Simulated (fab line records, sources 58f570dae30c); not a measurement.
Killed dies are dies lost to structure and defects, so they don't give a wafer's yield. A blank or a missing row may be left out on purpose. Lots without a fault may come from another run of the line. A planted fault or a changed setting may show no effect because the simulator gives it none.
Chamber matching | flow berkeley_cmos170 | UCB170_CONTACT_CLEAN_07 on wet_bench-03: 3 sister chambers
The step cleans in SPM, time 600 s. 6 wafers are shown with their chamber, then 8 later ones without.

WAFERS WITH THEIR CHAMBER
wafer  | chamber | bath_guard_temp_C (C)
L074.3 | 2       | 120.01
L074.4 | 2       | 120.34
L086.4 | 3       | 120.59
L090.2 | 0       | 120.72
L090.5 | 0       | 120.20
L089.2 | 3       | 120.69

WAFERS WITHOUT THEIR CHAMBER
wafer  | bath_guard_temp_C (C)
L089.4 | 120.34
L089.6 | 120.33
L091.3 | 120.29
L091.5 | 120.22
L091.6 | 120.20
L096.2 | 120.43
L096.3 | 120.85
L096.5 | 120.50

WHICH CHAMBER EACH WENT THROUGH
wafer  | from the rows above          | in truth
L089.4 | can't be placed: 0 or 2 or 3 | 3
L089.6 | can't be placed: 0 or 2 or 3 | 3
L091.3 | can't be placed: 2 or 0 or 3 | 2
L091.5 | can't be placed: 2 or 0 or 3 | 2
L091.6 | can't be placed: 2 or 0 or 3 | 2
L096.2 | can't be placed: 0 or 3 or 2 | 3
L096.3 | can't be placed: 3 or 0 or 2 | 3
L096.5 | can't be placed: 0 or 3 or 2 | 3
Placed correctly: 0 of 8. Can't be placed from these rows: 8 (the true chamber is among the candidates in 8). Placed wrongly: 0.
How it was worked out, from the rows above alone: a wafer's distance from a chamber is the root of the sum, over the readings, of the square of ((its reading less the chamber's mean) divided by the reading's scatter). The wafer belongs to the nearest chamber; if the next one is less than 2 further off, it can't be placed. A chamber's mean is the mean of its shown wafers. The scatter: the root of (the sum of the squares of (reading less its chamber's mean) over the shown wafers, divided by (wafers less chambers)).
